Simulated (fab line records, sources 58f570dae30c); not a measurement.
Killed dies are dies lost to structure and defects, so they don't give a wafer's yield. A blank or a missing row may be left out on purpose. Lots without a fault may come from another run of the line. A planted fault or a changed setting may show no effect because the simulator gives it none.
Which tool did it? | flow berkeley_cmos170 | 14 lots, 42 wafers sampled, at 2 steps of a route of 331

WHAT THE GAUGES READ, wafer by wafer
UCB170_M3_RS_MEAS_02: measures by four-point-probe. Usual: M3_AL_RS 0.0322 ohm/sq, standard deviation 0.00036.
lot  | measured     | on            | M3_AL_RS (ohm/sq)    | flag
L902 | day 9 11:19  | film_metro-02 | 0.0319 0.0320 0.0320 |
L903 | day 9 13:44  | film_metro-02 | 0.0327 0.0328 0.0326 |
L904 | day 9 16:14  | film_metro-01 | 0.0319 0.0317 0.0317 |
L909 | day 10 17:14 | film_metro-01 | 0.0324 0.0323 0.0321 |
L910 | day 11 04:32 | film_metro-02 | - - - - - -          | OFF
L911 | day 11 06:08 | film_metro-02 | - - - - - -          | OFF
L915 | day 12 08:04 | film_metro-01 | 0.0326 0.0328 0.0327 |
L919 | day 13 04:20 | film_metro-04 | 0.0324 0.0321 0.0319 |
L917 | day 13 07:35 | film_metro-04 | 0.0316 0.0324 0.0322 |
L918 | day 13 10:45 | film_metro-02 | 0.0320 0.0317 0.0320 |
L921 | day 13 22:52 | film_metro-02 | 0.0329 0.0328 0.0328 |
L922 | day 13 23:04 | film_metro-01 | 0.0329 0.0320 0.0324 |
L923 | day 14 05:07 | film_metro-02 | 0.0324 0.0319 0.0323 |
L924 | day 14 15:05 | film_metro-04 | 0.0329 0.0321 0.0327 |

WHICH TOOL RAN EACH LOT (tool, then ch and the chambers of the sampled wafers, then the start)
lot  | UCB170_M3_SPUTTER_01
L902 | pvd_sputter-04, day 9 11:13
L903 | pvd_sputter-02, day 9 13:36
L904 | pvd_sputter-03, day 9 16:09
L909 | pvd_sputter-02, day 10 17:10
L910 | pvd_sputter-02, day 11 04:28
L911 | pvd_sputter-03, day 11 06:04
L915 | pvd_sputter-02, day 12 07:57
L919 | pvd_sputter-04, day 13 04:13
L917 | pvd_sputter-03, day 13 07:27
L918 | pvd_sputter-04, day 13 10:39
L921 | pvd_sputter-02, day 13 22:46
L922 | pvd_sputter-03, day 13 22:58
L923 | pvd_sputter-04, day 14 05:01
L924 | pvd_sputter-03, day 14 15:00
- UCB170_M3_SPUTTER_01: material Al, target thk 900 nm, time 120 s.

WHAT THE TOOLS THEMSELVES READ (means of the sampled wafers that have a number; where no wafer has one, the mark that the record gives instead)
UCB170_M3_SPUTTER_01. Usual: cathode_dc_power_W 6000.1 W, standard deviation 1.1; chamber_pressure_pa 0.5002 Pa, standard deviation 0.0012; throttle_valve_pct 29.9 %, standard deviation 1.1.
lot  | tool           | cathode_dc_power_W (W) | chamber_pressure_pa (Pa) | throttle_valve_pct (%) | flag
L902 | pvd_sputter-04 | 5999.6                 | 0.4996                   | 29.6                   |
L903 | pvd_sputter-02 | 5999.9                 | 0.5005                   | 29.3                   |
L904 | pvd_sputter-03 | 6000.9                 | 0.4991                   | 31.1                   |
L909 | pvd_sputter-02 | 6000.9                 | 0.5010                   | 30.5                   |
L910 | pvd_sputter-02 | -                      | -                        | -                      | OFF
L911 | pvd_sputter-03 | -                      | -                        | -                      | OFF
L915 | pvd_sputter-02 | 6000.1                 | 0.4999                   | 30.0                   |
L919 | pvd_sputter-04 | 5999.6                 | 0.5004                   | 29.1                   |
L917 | pvd_sputter-03 | 5999.7                 | 0.5011                   | 30.4                   |
L918 | pvd_sputter-04 | 5999.7                 | 0.4995                   | 29.6                   |
L921 | pvd_sputter-02 | 5999.5                 | 0.4996                   | 29.6                   |
L922 | pvd_sputter-03 | 6000.5                 | 0.4992                   | 29.5                   |
L923 | pvd_sputter-04 | 6000.5                 | 0.4994                   | 29.9                   |
L924 | pvd_sputter-03 | 5999.4                 | 0.5004                   | 29.5                   |

THE ANSWER, worked out from the rows above alone
Rule: a lot is off if the mean of its wafers that have a number lies more than 3 standard deviations from the usual mean. A lot without any number at a reading at which 4 lots or more have one is off too. The other lots that the step has rows for count as sound. The gauges are gone through in route order, then the tools' own readings, and for those a lot's mean is taken as printed above. The first step at which some lot is off is used, and at that step the reading that is off furthest; a lot without a number counts as furthest.
Off: L910, L911, at UCB170_M3_RS_MEAS_02 (M3_AL_RS). Without a number there: L910, L911.
A tool fits if, at a process step before that reading, it ran every lot that is off, and no sound lot after the first of them. The gauges at UCB170_M3_RS_MEAS_02 aren't tried: what is off there is off at UCB170_M3_SPUTTER_01 too, on other tools, and a gauge's error can't cause that. None of those tried fits.

WHAT THE SIMULATOR HAD PUT IN
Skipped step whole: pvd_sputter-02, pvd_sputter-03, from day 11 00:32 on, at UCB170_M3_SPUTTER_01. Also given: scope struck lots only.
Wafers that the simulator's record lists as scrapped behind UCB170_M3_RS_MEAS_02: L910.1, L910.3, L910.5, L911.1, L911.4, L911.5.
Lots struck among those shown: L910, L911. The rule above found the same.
